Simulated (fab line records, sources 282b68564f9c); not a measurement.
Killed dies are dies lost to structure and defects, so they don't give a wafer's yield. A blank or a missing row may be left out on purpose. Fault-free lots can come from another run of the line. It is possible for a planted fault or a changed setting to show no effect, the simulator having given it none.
fab line records	flow rit_cmos
record lots=6	wafers=18	last_day=7
route steps=202 shown SPACER@127 NSD@131 PSD@142 SDANNEAL@153 PLDD@159 M1@202
lots that met no fault: from a run of the same line without faults
start_h: hours from the record's first day to the start of the lot's first wafer shown	wait_h: how many hours have passed since the lot's step before this one	" unchanged from the row above	L1.1+2: a row that stands for several wafers	- no value, or no start given	* or withheld: withheld	< > ~ a bound
route shown NAME@n: NAME is a module with steps in the file, n the number in the route of the first one	usual: the fault-free wafers' mean and standard deviation	same: alike in all rows	chamber/n: place in a boat	sites: the reading at each site	_std_site: their standard deviation	_edge_site: mean of outer sites minus mean of inner sites	radius_mm: for every site, how far away it sits from the centre of the wafer	mask NAME#n: copy n	behind: tool/chamber where the wafer was last shaped	hold: cause of the lot's hold/its duration in hours/its outcome	device: which transistor (n, p or np) failed to switch	end of line: the same wafers' tests at the end of the route	a step given without rows: its recipe and nothing more	killed: at the first sort, the dies lost to defects and structure; wafer yield is something else	map: shows each die of a wafer: x if killed, . if not, _ if none is there
set.NAME: setting as actually run; set.NAME@STEP: the setting as run at that earlier step	model.NAME: the simulator's own value behind a step, which no gauge read
lots seen at some steps along the route; tables by step, rows by wafer
services: when a tool's chamber went out of use (start_h, in hours from the record's first day, below 0 if earlier), for how many hours, and the reason
## steps
# step RIT_SPACER_CLEAN_02
# recipe chemistry=SC2	mix=3:3:50	time_s=600	temp_c=75	dry=n2_spin
# step RIT_SPACER_CVD_03
# recipe material=Si3N4	target_thk_nm=250	temp_c=810	precursor=SiH2Cl2/NH3	time_s=3300	pressure_mtorr=300	sih2cl2_flow_sccm=60	nh3_flow_sccm=150
# step RIT_SPACER_THK_MEAS_04
# recipe reads=Si3N4_of_SPACER_CVD_03
# usual SPACER_NITRIDE_THK=249.0/2.5
lot.wafer	tool	chamber	start_h	wait_h	SPACER_NITRIDE_THK[nm]
L210.1	film_metro-04	-	83.46	0.0	252.5
L210.2	"	-	"	"	251.8
L210.6	"	-	"	"	252.1
L213.2	film_metro-04	-	98.27	0.0	248.8
L213.5	"	-	"	"	248.3
L213.6	"	-	"	"	246.7
L217.2	film_metro-02	-	118.86	0.0	250.0
L217.3	"	-	"	"	249.2
L217.4	"	-	"	"	249.7
L218.1	film_metro-04	-	128.70	0.0	247.4
L218.2	"	-	"	"	245.2
L218.5	"	-	"	"	247.2
L220.4	film_metro-01	-	134.24	0.0	250.6
L220.5	"	-	"	"	251.8
L220.6	"	-	"	"	251.1
L222.1	film_metro-04	-	155.33	0.0	251.6
L222.4	"	-	"	"	250.5
L222.5	"	-	"	"	249.9
# step RIT_SPACER_ETCHBACK_05
# recipe target_depth_a=2500	SF6_flow_sccm=30	CHF3_flow_sccm=30	target=Si3N4	chemistry=SF6/CHF3	pressure_mtorr=40	rf_w=250	time_s=240	stop_on=SiO2
# usual drypump_motor_current_A=5.4/0.36	oes_product_au=0.840/0.015	throttle_valve_pct=10.27/0.15
lot.wafer	tool	chamber	start_h	wait_h	drypump_motor_current_A	oes_product_au	rf_hours_counter_h	throttle_valve_pct
L210.1	rie_diel-02	1	83.52	0.1	5.4	0.862	43	10.27
L210.2	"	2	"	"	4.7	0.862	16	10.36
L210.6	"	1	"	"	5.4	0.856	-	10.28
L213.2	rie_diel-04	1	98.32	0.0	5.8	0.838	90	9.99
L213.5	"	0	"	"	5.5	0.848	-	10.30
L213.6	"	1	"	"	5.8	0.823	-	9.98
L217.2	rie_diel-04	1	118.91	0.0	5.8	0.835	90	9.99
L217.3	"	2	"	"	6.0	0.839	1	10.26
L217.4	"	0	"	"	5.5	0.852	113	10.28
L218.1	rie_diel-03	2	128.76	0.1	5.1	0.813	3	10.34
L218.2	"	3	"	"	5.8	0.845	101	10.26
L218.5	"	1	"	"	5.3	0.828	-	10.53
L220.4	rie_diel-04	2	134.27	0.0	6.1	0.853	1	10.27
L220.5	"	2	"	"	6.1	0.851	-	10.28
L220.6	"	1	"	"	5.8	0.834	-	9.98
L222.1	rie_diel-02	2	155.39	0.1	4.7	0.866	18	10.37
L222.4	"	0	"	"	5.4	0.831	70	10.24
L222.5	"	3	"	"	4.9	0.833	-	10.57
# step RIT_NSD_HMDS_00
# recipe prime_time_s=60	prime_temp_c=140
# step RIT_NSD_COAT_01
# recipe resist=NOVOLAK	spin_rpm=3250	resist_thk_nm=1000
# step RIT_NSD_SOFTBAKE_02
# recipe resist=NOVOLAK	temp_c=90	time_s=60
# step RIT_NSD_EXPOSE_03
# recipe mask_id=M9	na=0.57	target_cd_nm=40700	dose_mj=250
# step RIT_NSD_PEB_04
# recipe resist=NOVOLAK	temp_c=withheld	time_s=withheld
# step RIT_NSD_DEVELOP_05
# recipe resist=NOVOLAK	develop_time_s=50	dev_temp_c=23
# step RIT_NSD_OVL_MEAS_06
# usual NSD_OVL=-0.5/1.2
lot.wafer	tool	chamber	start_h	wait_h	NSD_OVL[nm]
L210.1	overlay-02	-	84.52	-	0.6
L210.2	"	-	"	"	-1.3
L210.6	"	-	"	"	0.5
L213.2	overlay-01	-	99.50	-	-1.4
L213.5	"	-	"	"	0.1
L213.6	"	-	"	"	-0.9
L217.2	overlay-02	-	120.14	-	0.9
L217.3	"	-	"	"	1.1
L217.4	"	-	"	"	2.7
L218.1	overlay-01	-	129.88	-	-2.0
L218.2	"	-	"	"	-1.3
L218.5	"	-	"	"	-2.1
L220.4	overlay-02	-	135.41	-	1.3
L220.5	"	-	"	"	-0.8
L220.6	"	-	"	"	1.6
L222.1	overlay-02	-	156.43	-	0.1
L222.4	"	-	"	"	-0.3
L222.5	"	-	"	"	0.7
# step RIT_NSD_HARDBAKE_07
# recipe resist=NOVOLAK	temp_c=140	time_s=60
# step RIT_NSD_IMPLANT_08
# recipe species=P	energy_kev=25	dose_cm2=1e+15	tilt_deg=7
# usual faraday_current_uA=3138/66
lot.wafer	tool	chamber	start_h	wait_h	faraday_current_uA
L210.1	implanter-02	0	84.71	0.1	3090
L210.2	"	0	"	"	3228
L210.6	"	0	"	"	3228
L213.2	implanter-02	0	99.70	0.1	3200
L213.5	"	0	"	"	3042
L213.6	"	0	"	"	3095
L217.2	implanter-02	0	120.35	0.1	3113
L217.3	"	0	"	"	3166
L217.4	"	0	"	"	3217
L218.1	implanter-04	0	130.07	0.1	3173
L218.2	"	0	"	"	2959
L218.5	"	0	"	"	3308
L220.4	implanter-02	0	135.65	0.1	3070
L220.5	"	0	"	"	3125
L220.6	"	0	"	"	3072
L222.1	implanter-04	0	156.62	0.1	3157
L222.4	"	0	"	"	3084
L222.5	"	0	"	"	2958
# step RIT_NSD_STRIP_09
# recipe chemistry=O2	time_s=180	resist=NOVOLAK	platen_temp_c=withheld	power_w=500	pressure_mtorr=4000	o2_flow_sccm=4000
# usual drypump_motor_current_A=5.6/0.44
lot.wafer	tool	chamber	start_h	wait_h	drypump_motor_current_A	rf_hours_counter_h
L210.1	plasma_asher-01	1	84.86	0.1	6.0	40
L210.2	"	0	"	"	4.7	40
L210.6	"	1	"	"	6.0	-
L213.2	plasma_asher-02	0	99.83	0.1	5.8	43
L213.5	"	0	"	"	5.8	-
L213.6	"	1	"	"	5.6	-
L217.2	plasma_asher-01	1	120.47	0.1	6.0	45
L217.3	"	0	"	"	4.8	-
L217.4	"	1	"	"	6.0	-
L218.1	plasma_asher-01	1	130.22	0.1	6.0	46
L218.2	"	0	"	"	4.8	46
L218.5	"	1	"	"	6.0	-
L220.4	plasma_asher-04	1	135.79	0.1	5.9	-
L220.5	"	1	"	"	5.9	-
L220.6	"	0	"	"	5.8	-
L222.1	plasma_asher-01	0	156.77	0.1	4.8	48
L222.4	"	1	"	"	6.0	-
L222.5	"	0	"	"	4.7	-
# step RIT_NSD_TW_MEAS_10
# usual NSD_TW=3132/26
lot.wafer	tool	chamber	start_h	wait_h	NSD_TW
L210.1	film_metro-04	-	85.03	0.1	3121
L210.2	"	-	"	"	3121
L210.6	"	-	"	"	3129
L213.2	film_metro-03	-	100.01	0.1	3141
L213.5	"	-	"	"	3188
L213.6	"	-	"	"	3153
L217.2	film_metro-02	-	120.66	0.1	3123
L217.3	"	-	"	"	3129
L217.4	"	-	"	"	3098
L218.1	film_metro-03	-	130.39	0.1	3161
L218.2	"	-	"	"	3171
L218.5	"	-	"	"	3179
L220.4	film_metro-04	-	135.93	0.1	3116
L220.5	"	-	"	"	3101
L220.6	"	-	"	"	3103
L222.1	film_metro-04	-	156.94	0.1	3116
L222.4	"	-	"	"	3112
L222.5	"	-	"	"	3110
# step RIT_PSD_HMDS_00
# recipe prime_time_s=60	prime_temp_c=140
# step RIT_PSD_COAT_01
# recipe resist=NOVOLAK	spin_rpm=3250	resist_thk_nm=1000
# step RIT_PSD_SOFTBAKE_02
# recipe resist=NOVOLAK	temp_c=90	time_s=60
# step RIT_PSD_EXPOSE_03
# recipe mask_id=M10	na=0.57	target_cd_nm=40900	dose_mj=250
# step RIT_PSD_PEB_04
# recipe resist=NOVOLAK	temp_c=withheld	time_s=withheld
# step RIT_PSD_DEVELOP_05
# recipe resist=NOVOLAK	develop_time_s=50	dev_temp_c=23
# step RIT_PSD_OVL_MEAS_06
# usual PSD_OVL=0.3/1.6
lot.wafer	tool	chamber	start_h	wait_h	PSD_OVL[nm]
L210.1	overlay-02	-	86.22	-	0.5
L210.2	"	-	"	"	0.6
L210.6	"	-	"	"	0.7
L213.2	overlay-02	-	100.92	-	1.4
L213.5	"	-	"	"	2.0
L213.6	"	-	"	"	0.2
L217.2	overlay-01	-	121.56	-	-1.4
L217.3	"	-	"	"	0.3
L217.4	"	-	"	"	0.2
L218.1	overlay-01	-	131.43	-	-0.5
L218.2	"	-	"	"	1.4
L218.5	"	-	"	"	-1.2
L220.4	overlay-01	-	137.02	-	-2.6
L220.5	"	-	"	"	-3.4
L220.6	"	-	"	"	-1.6
L222.1	overlay-01	-	157.98	-	1.1
L222.4	"	-	"	"	-0.1
L222.5	"	-	"	"	1.2
# step RIT_PSD_HARDBAKE_07
# recipe resist=NOVOLAK	temp_c=140	time_s=60
# step RIT_PSD_IMPLANT_08
# recipe species=BF2	energy_kev=27	dose_cm2=5e+15	tilt_deg=7
# step RIT_PSD_STRIP_09
# recipe chemistry=O2	time_s=180	resist=NOVOLAK	platen_temp_c=withheld	power_w=500	pressure_mtorr=4000	o2_flow_sccm=4000
# usual drypump_motor_current_A=5.8/0.46
lot.wafer	tool	chamber	start_h	wait_h	drypump_motor_current_A	rf_hours_counter_h
L210.1	plasma_asher-04	0	86.56	0.1	5.8	45
L210.2	"	1	"	"	5.9	45
L210.6	"	1	"	"	5.9	-
L213.2	plasma_asher-04	0	101.25	0.1	5.8	47
L213.5	"	1	"	"	5.9	-
L213.6	"	0	"	"	5.8	-
L217.2	plasma_asher-04	1	121.89	0.1	5.9	0
L217.3	"	0	"	"	5.8	-
L217.4	"	1	"	"	5.9	-
L218.1	plasma_asher-04	1	131.76	0.1	5.9	1
L218.2	"	0	"	"	5.8	1
L218.5	"	1	"	"	5.9	-
L220.4	plasma_asher-03	1	137.39	0.1	6.0	-
L220.5	"	1	"	"	6.0	-
L220.6	"	0	"	"	6.4	-
L222.1	plasma_asher-03	1	158.32	0.1	6.0	39
L222.4	"	0	"	"	6.4	-
L222.5	"	0	"	"	6.4	-
# step RIT_PSD_TW_MEAS_10
# usual PSD_TW=3430/27
lot.wafer	tool	chamber	start_h	wait_h	PSD_TW
L210.1	film_metro-04	-	86.73	0.1	3423
L210.2	"	-	"	"	3425
L210.6	"	-	"	"	3451
L213.2	film_metro-04	-	101.43	0.1	3398
L213.5	"	-	"	"	3382
L213.6	"	-	"	"	3395
L217.2	film_metro-04	-	122.08	0.1	3406
L217.3	"	-	"	"	3423
L217.4	"	-	"	"	3417
L218.1	film_metro-02	-	131.94	0.1	3426
L218.2	"	-	"	"	3426
L218.5	"	-	"	"	3423
L220.4	film_metro-04	-	137.54	0.1	3392
L220.5	"	-	"	"	3405
L220.6	"	-	"	"	3402
L222.1	film_metro-04	-	158.49	0.1	3425
L222.4	"	-	"	"	3407
L222.5	"	-	"	"	3378
# step RIT_SDANNEAL_CLEAN_00
# recipe chemistry=SC1	mix=3:3:50	time_s=600	temp_c=75
# step RIT_SDANNEAL_CLEAN_01
# recipe chemistry=dHF	dilution=50:1	time_s=30
# step RIT_SDANNEAL_CLEAN_02
# recipe chemistry=SC2	mix=3:3:50	time_s=600	temp_c=75	dry=n2_spin
# step RIT_SDANNEAL_RTA_03
# recipe temp_c=1050	time_s=5	idle_temp_c=600	ramp_up_c_per_s=342	ramp_down_c_per_s=171	cool_to_c=600	ambient=N2
# usual wafer_temp_C_max=1053.6/1.1
lot.wafer	tool	chamber	start_h	wait_h	wafer_temp_C_max
L210.1	rtp_anneal-01	0	87.16	0.0	1055.2
L210.2	"	0	"	"	1052.6
L210.6	"	0	"	"	1054.2
L213.2	rtp_anneal-02	0	101.88	0.0	1054.5
L213.5	"	0	"	"	1051.6
L213.6	"	0	"	"	1052.3
L217.2	rtp_anneal-02	0	122.52	0.0	1052.3
L217.3	"	0	"	"	1052.3
L217.4	"	0	"	"	1054.4
L218.1	rtp_anneal-01	0	132.38	0.0	1052.8
L218.2	"	0	"	"	1053.0
L218.5	"	0	"	"	1050.6
L220.4	rtp_anneal-01	0	137.97	0.0	1052.9
L220.5	"	0	"	"	1052.7
L220.6	"	0	"	"	1053.3
L222.1	rtp_anneal-01	0	158.92	0.0	1054.4
L222.4	"	0	"	"	1053.6
L222.5	"	0	"	"	1054.3
# step RIT_SDANNEAL_RS_MEAS_04
# recipe thk_meas_gauge=four-point-probe
# usual PSD_RS=116.00/0.29
lot.wafer	tool	chamber	start_h	wait_h	PSD_RS[ohm/sq]
L210.1	film_metro-02	-	87.22	0.0	115.93
L210.2	"	-	"	"	115.85
L210.6	"	-	"	"	115.99
L213.2	film_metro-02	-	101.95	0.1	115.87
L213.5	"	-	"	"	115.93
L213.6	"	-	"	"	115.86
L217.2	film_metro-02	-	122.59	0.1	116.05
L217.3	"	-	"	"	116.09
L217.4	"	-	"	"	115.85
L218.1	film_metro-02	-	132.44	0.0	115.42
L218.2	"	-	"	"	115.88
L218.5	"	-	"	"	115.84
L220.4	film_metro-04	-	138.06	0.1	116.19
L220.5	"	-	"	"	116.03
L220.6	"	-	"	"	116.23
L222.1	film_metro-02	-	158.98	0.0	115.76
L222.4	"	-	"	"	115.89
L222.5	"	-	"	"	115.91
# step RIT_SDANNEAL_RS_MEAS_05
# recipe thk_meas_gauge=four-point-probe
# usual NSD_RS=84.52/0.29
lot.wafer	tool	chamber	start_h	wait_h	NSD_RS[ohm/sq]
L210.1	film_metro-02	-	87.34	0.1	84.30
L210.2	"	-	"	"	84.50
L210.6	"	-	"	"	84.10
L213.2	film_metro-02	-	102.07	0.1	84.56
L213.5	"	-	"	"	84.39
L213.6	"	-	"	"	84.47
L217.2	film_metro-02	-	122.71	0.1	-
L217.3	"	-	"	"	-
L217.4	"	-	"	"	-
L218.1	film_metro-02	-	132.56	0.1	84.60
L218.2	"	-	"	"	84.79
L218.5	"	-	"	"	84.51
L220.4	film_metro-04	-	138.18	0.1	-
L220.5	"	-	"	"	-
L220.6	"	-	"	"	-
L222.1	film_metro-02	-	159.10	0.1	84.42
L222.4	"	-	"	"	84.23
L222.5	"	-	"	"	84.13
# step RIT_SDANNEAL_RS_MEAS_06
# recipe thk_meas_gauge=four-point-probe
# usual PLDD_RS=178.8/0.48
lot.wafer	tool	chamber	start_h	wait_h	PLDD_RS[ohm/sq]
L210.1	film_metro-02	-	87.46	0.1	178.9
L210.2	"	-	"	"	178.7
L210.6	"	-	"	"	178.9
L213.2	film_metro-02	-	102.19	0.1	178.3
L213.5	"	-	"	"	177.8
L213.6	"	-	"	"	178.3
L217.2	film_metro-02	-	122.83	0.1	178.8
L217.3	"	-	"	"	179.7
L217.4	"	-	"	"	179.0
L218.1	film_metro-02	-	132.68	0.1	178.4
L218.2	"	-	"	"	178.9
L218.5	"	-	"	"	178.9
L220.4	film_metro-04	-	138.30	0.1	178.3
L220.5	"	-	"	"	178.4
L220.6	"	-	"	"	178.5
L222.1	film_metro-02	-	159.22	0.1	178.4
L222.4	"	-	"	"	178.6
L222.5	"	-	"	"	178.6
# step RIT_M1_PROBE_99
# usual killed_at_M0_to_M3=0.0/0.083	killed_at_contacts=0.0/0.22	killed_at_front_end=6.6/2.7	killed_dies=6.7/2.7	killed_open=3.4/2	killed_short=3.2/1.8
# same gross_dies=264	killed_at_M4_up=0	killed_at_back_side=0	killed_at_other=0
lot.wafer	tool	chamber	start_h	wait_h	killed_at_M0_to_M3	killed_at_contacts	killed_at_front_end	killed_dies	killed_open	killed_short	model.etest.diode_nplus_pwell.bv_v	model.etest.nmos_0p15.bv_v	model.etest.nmos_0p3.bv_v	model.etest.diode_nplus_pwell.cj_ff_um2	model.etest.diode_nplus_comb.cj_ff_um2
L210.1	prober-02	-	94.60	0.1	0	0	7	7	5	2	5.955	5.487	5.487	2.078	2.637
L210.2	prober-02	-	94.65	0.1	0	0	5	5	4	1	5.945	5.468	5.468	2.084	2.632
L210.6	prober-02	-	94.85	0.2	0	0	6	6	3	3	5.919	5.484	5.484	2.088	2.644
L213.2	prober-01	-	109.31	0.1	0	0	5	5	3	2	5.874	5.46	5.46	2.089	2.666
L213.5	prober-01	-	109.46	0.2	0	0	5	5	4	1	5.891	5.463	5.463	2.1	2.665
L213.6	prober-01	-	109.51	0.2	0	0	6	6	3	3	5.853	5.445	5.445	2.092	2.686
L217.2	prober-01	-	130.18	0.1	0	0	6	6	3	3	5.856	5.423	5.423	2.133	2.708
L217.3	prober-01	-	130.23	0.2	1	0	4	5	2	3	5.828	5.426	5.426	2.137	2.689
L217.4	prober-01	-	130.28	0.2	0	0	6	6	2	4	5.807	5.409	5.409	2.132	2.709
L218.1	prober-02	-	139.97	0.1	0	0	13	13	6	5	6.072	5.534	5.534	2.044	2.638
L218.2	prober-02	-	140.02	0.1	0	0	6	6	2	2	6.072	5.546	5.546	2.05	2.634
L218.5	prober-02	-	140.17	0.2	0	0	7	7	1	5	6.083	5.579	5.579	2.034	2.624
L220.4	prober-02	-	146.81	0.2	0	0	6	6	5	1	5.761	5.409	5.409	2.137	2.681
L220.5	prober-02	-	146.86	0.2	0	1	5	6	4	2	5.765	5.415	5.415	2.143	2.694
L220.6	prober-02	-	146.91	0.2	0	0	5	5	2	3	5.757	5.384	5.384	2.154	2.721
L222.1	prober-02	-	166.38	0.1	0	0	8	8	4	4	5.928	5.449	5.449	2.071	2.615
L222.4	prober-02	-	166.53	0.2	0	0	9	9	5	4	5.93	5.44	5.44	2.075	2.601
L222.5	prober-02	-	166.58	0.2	0	0	11	11	6	5	5.963	5.451	5.451	2.072	2.644
# killed by level:class
L210.1 GATE:geometric_particle:open=3 SILICIDE:geometric_particle:open=2 GATE:geometric_particle:short=1 SILICIDE:geometric_particle:short=1
L210.2 SPACER:geometric_particle:open=2 FOX2:geometric_particle:open=1 GATE:geometric_particle:open=1 SPACER:geometric_particle:short=1
L210.6 GATE:geometric_particle:open=2 GATE:geometric_particle:short=2 SPACER:geometric_particle:short=1 SPACER:geometric_particle:open=1
L213.2 FOX1:geometric_particle:short=1 FOX1:geometric_particle:open=1 FOX2:geometric_particle:short=1 FOX2:geometric_particle:open=1 REOX:geometric_particle:open=1
L213.5 GATE:geometric_particle:open=3 FOX1:geometric_particle:short=1 FOX1:geometric_particle:open=1
L213.6 GATE:geometric_particle:open=3 FOX2:geometric_particle:short=1 GATE:geometric_particle:short=1 SPACER:geometric_particle:short=1
L217.2 GATE:geometric_particle:short=2 FOX1:geometric_particle:open=1 FOX2:geometric_particle:open=1 SPACER:geometric_particle:open=1 SILICIDE:geometric_particle:short=1
L217.3 GATE:geometric_particle:short=2 GATE:geometric_particle:open=1 SILICIDE:geometric_particle:open=1 M1:geometric_particle:short=1
L217.4 REOX:geometric_particle:short=3 GATE:geometric_particle:short=1 REOX:geometric_particle:open=1 SPACER:geometric_particle:open=1
L218.1 GATE:geometric_particle:short=2 GATE:geometric_particle:open=2 REOX:geometric_particle:open=2 SPACER:geometric_particle:short=2 PSD:coat_microbubble_printed=2 FOX1:geometric_particle:open=1 FOX2:geometric_particle:short=1 SPACER:geometric_particle:open=1
L218.2 PSD:coat_microbubble_printed=2 FOX1:geometric_particle:short=1 GATE:geometric_particle:short=1 GATE:geometric_particle:open=1 REOX:geometric_particle:open=1
L218.5 SPACER:geometric_particle:short=3 GATE:geometric_particle:short=2 GATE:geometric_particle:open=1 PSD:coat_microbubble_printed=1
L220.4 GATE:geometric_particle:open=4 FOX2:geometric_particle:open=1 SILICIDE:geometric_particle:short=1
L220.5 GATE:geometric_particle:open=2 FOX2:geometric_particle:short=1 FOX2:geometric_particle:open=1 REOX:geometric_particle:open=1 CONTACT:geometric_particle:short=1
L220.6 SILICIDE:geometric_particle:short=2 GATE:geometric_particle:open=1 GATE:geometric_particle:short=1 SILICIDE:geometric_particle:open=1
L222.1 GATE:geometric_particle:short=3 GATE:geometric_particle:open=2 REOX:geometric_particle:open=1 REOX:geometric_particle:short=1 SILICIDE:geometric_particle:open=1
L222.4 GATE:geometric_particle:open=3 FOX1:geometric_particle:open=2 GATE:geometric_particle:short=2 FOX1:geometric_particle:short=1 REOX:geometric_particle:short=1
L222.5 GATE:geometric_particle:open=6 GATE:geometric_particle:short=2 SPACER:geometric_particle:short=2 REOX:geometric_particle:short=1
## services
tool	chamber	start_h	hours	kind
rie_diel-04	2	63.99	-	clean
rie_diel-04	2	63.99	14.8	scheduled_down
rie_diel-04	2	63.99	14.8	vent_cycle
rie_diel-04	-	78.62	0.8	repair
rie_diel-03	1	81.68	-	clean
rie_diel-03	1	81.68	24.8	scheduled_down
rie_diel-03	1	81.68	24.8	vent_cycle
plasma_asher-02	-	83.87	14.6	pm
implanter-04	-	87.31	2.3	repair
rie_diel-02	0	89.08	2.4	repair
plasma_asher-01	-	103.33	0.4	repair
plasma_asher-04	-	108.75	9.0	pm
plasma_asher-04	0	108.75	9.0	vent_cycle
plasma_asher-04	1	108.75	9.0	vent_cycle
plasma_asher-04	0	117.75	-	clean
plasma_asher-04	1	117.75	-	clean
plasma_asher-04	-	146.74	1.6	repair
## key
first_sign step=RIT_SDANNEAL_RS_MEAS_05	reading=NSD_RS	direction=missing
effect none on later readings
model_effect step=RIT_M1_PROBE_99	value=etest.diode_nplus_pwell.bv_v	without=5.991	struck=5.796
met_at RIT_NSD_IMPLANT_08
struck_wafers L217.2,L217.3,L217.4,L220.4,L220.5,L220.6
tester_left_out L217,L220
onset_between 99.70 120.35
also_fits RIT_SPACER_ETCHBACK_05:rie_diel-04
fault kind=process_parameter_drift	tool=implanter-02	chamber=-	onset_h=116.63	steps=RIT_NSD_IMPLANT_08	channel=tilt_deg	offset=8	spread_by_wafer=0.3	shape=step	end_h=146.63	acts_in=these_recipes_only	stated=7
# tester_left_out: of these lots the tester's yield and bins aren't shown, on N5 and GAA mostly nor the transistor test; their killed dies are dies lost to structure and defects alone, not to doping, threshold or leakage, so they don't give the yield
